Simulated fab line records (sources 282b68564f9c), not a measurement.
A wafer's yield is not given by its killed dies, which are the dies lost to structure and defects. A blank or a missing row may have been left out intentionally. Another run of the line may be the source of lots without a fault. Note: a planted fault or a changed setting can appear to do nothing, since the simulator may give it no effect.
What tool caused it? | flow rit-cmos | 45 wafers from 15 lots sampled at 3 of the route's 202 steps

== WHAT EACH GAUGE READ, for each wafer ==
RIT_PWELL_TW_MEAS_10. Usual: PWELL_TW gives 946 (standard deviation 4.6).
lot  | measured    | on            | PWELL_TW       | flag
L174 | day 1 23:29 | film-metro-01 | 943 944 939    |
L175 | day 2 07:53 | film-metro-01 | 947 939 947    |
L176 | day 2 09:11 | film-metro-01 | 943 945 943    |
L177 | day 2 13:58 | film-metro-01 | 949 941 946    |
L180 | day 3 04:47 | film-metro-01 | 1060 1057 1055 | OFF
L185 | day 4 05:38 | film-metro-04 | 1068 1065 1073 | OFF
L186 | day 4 10:45 | film-metro-01 | 1063 1063 1055 | OFF
L188 | day 4 21:21 | film-metro-01 | 947 945 941    |
L189 | day 5 04:13 | film-metro-01 | 947 946 942    |
L190 | day 5 08:29 | film-metro-01 | 941 938 938    |
L191 | day 5 13:21 | film-metro-01 | 942 945 943    |
L192 | day 5 17:07 | film-metro-02 | 946 951 951    |
L194 | day 6 02:39 | film-metro-01 | 953 950 954    |
L196 | day 6 14:14 | film-metro-02 | 943 942 946    |
L197 | day 6 19:49 | film-metro-01 | 956 948 946    |

RIT_WELLDRIVE_RS_MEAS_02: a four-point-probe measurement. Usual: PWELL_RS gives 429.3 ohm/sq (standard deviation 1.4).
lot  | measured    | on            | PWELL_RS (ohm/sq) | flag
L174 | day 2 05:09 | film-metro-01 | 430.4 428.1 429.6 |
L175 | day 2 13:10 | film-metro-02 | 426.4 426.9 427.6 |
L176 | day 2 15:17 | film-metro-01 | 428.7 427.5 428.2 |
L177 | day 2 19:39 | film-metro-04 | 425.4 426.5 424.7 |
L180 | day 3 10:04 | film-metro-01 | 345.8 346.1 346.1 | OFF
L185 | day 4 10:54 | film-metro-02 | 345.7 345.6 345.8 | OFF
L186 | day 4 16:01 | film-metro-02 | 346.2 346.8 345.3 | OFF
L188 | day 5 03:08 | film-metro-01 | 430.8 430.1 431.5 |
L189 | day 5 09:29 | film-metro-01 | 430.2 428.8 429.8 |
L190 | day 5 14:35 | film-metro-01 | 429.5 428.9 430.6 |
L191 | day 5 18:37 | film-metro-01 | 431.2 430.9 430.0 |
L192 | day 5 22:23 | film-metro-02 | 431.2 431.2 430.9 |
L194 | day 6 07:56 | film-metro-01 | 430.6 429.4 430.2 |
L196 | day 6 19:59 | film-metro-02 | 429.8 428.6 429.8 |
L197 | day 7 01:06 | film-metro-01 | 431.2 431.0 431.7 |

== WHAT TOOL EACH LOT RAN ON (gives the tool, then ch and the chambers of the sampled wafers, and finally the start) ==
lot  | RIT_PWELL_IMPLANT_08
L174 | implanter-01 ch 0, day 1 23:11
L175 | implanter-01 ch 0, day 2 07:36
L176 | implanter-04 ch 0, day 2 08:52
L177 | implanter-01 ch 0, day 2 13:38
L180 | implanter-02 ch 0, day 3 04:29
L185 | implanter-02 ch 0, day 4 05:19
L186 | implanter-02 ch 0, day 4 10:25
L188 | implanter-04 ch 0, day 4 21:02
L189 | implanter-04 ch 0, day 5 03:54
L190 | implanter-04 ch 0, day 5 08:11
L191 | implanter-04 ch 0, day 5 13:02
L192 | implanter-04 ch 0, day 5 16:47
L194 | implanter-01 ch 0, day 6 02:20
L196 | implanter-04 ch 0, day 6 13:55
L197 | implanter-04 ch 0, day 6 19:31
- RIT_PWELL_IMPLANT_08

== WHAT THE TOOLS THEMSELVES READ (means of the sampled wafers that have a number; where no wafer has one, the mark that the record gives instead) ==
RIT_PWELL_IMPLANT_08. Usual: dose-ions-cm2 7.002e+13, standard deviation 7.2e+10; faraday-current-uA 222, standard deviation 4.7.
lot  | tool         | dose-ions-cm2 | faraday-current-uA | flag
L174 | implanter-01 | 7.000e+13     | 219                |
L175 | implanter-01 | 6.999e+13     | 220                |
L176 | implanter-04 | 6.998e+13     | 223                |
L177 | implanter-01 | 7.005e+13     | 225                |
L180 | implanter-02 | 9.939e+13     | 313                | OFF
L185 | implanter-02 | 9.943e+13     | 316                | OFF
L186 | implanter-02 | 9.941e+13     | 316                | OFF
L188 | implanter-04 | 6.997e+13     | 221                |
L189 | implanter-04 | 7.001e+13     | 226                |
L190 | implanter-04 | 7.002e+13     | 228                |
L191 | implanter-04 | 7.002e+13     | 224                |
L192 | implanter-04 | 7.000e+13     | 220                |
L194 | implanter-01 | 7.001e+13     | 226                |
L196 | implanter-04 | 6.997e+13     | 225                |
L197 | implanter-04 | 6.995e+13     | 220                |

== THE ANSWER, worked out from the rows above alone ==
Rule: lot off if the mean of its wafers having a number is beyond 3 standard deviations from the usual mean. Also off: a lot with no number at a reading for which 4 or more lots have one. The other lots that the step has rows for count as sound. After the gauges, taken in route order, come the tools' own readings; for these a lot's mean is taken, as printed above. The first step at which some lot is off is used, and at that step the reading that is off furthest; a lot without a number counts as furthest.
Off: L180, L185, L186, seen at RIT_PWELL_TW_MEAS_10 (PWELL_TW).
A tool fits if, at a process step before that reading, it ran every lot that is off, and no sound lot after the first of them. The gauges at RIT_PWELL_TW_MEAS_10 aren't tried: what is off there is off at RIT_PWELL_IMPLANT_08 too, on other tools, and a gauge's error can't cause that. One fits: RIT_PWELL_IMPLANT_08 on implanter-02. It ran no sound lot before its first lot that is off in this sample, so the start can't be narrowed down.
The tool's own readings at RIT_PWELL_IMPLANT_08 bear it out: on the lots that are off they differ by more than 5 times the standard deviation of the sound lots' means. dose-ions-cm2 reads 9.941e+13 there against 7.000e+13 on the sound lots; faraday-current-uA reads 315 there against 223 on the sound lots.

== WHAT WAS PUT IN BY THE SIMULATOR ==
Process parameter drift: implanter-02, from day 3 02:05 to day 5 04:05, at RIT_PWELL_IMPLANT_08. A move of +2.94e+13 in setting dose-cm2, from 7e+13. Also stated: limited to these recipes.
Shown lots that were struck: L180, L185, L186. The rule above found the same.
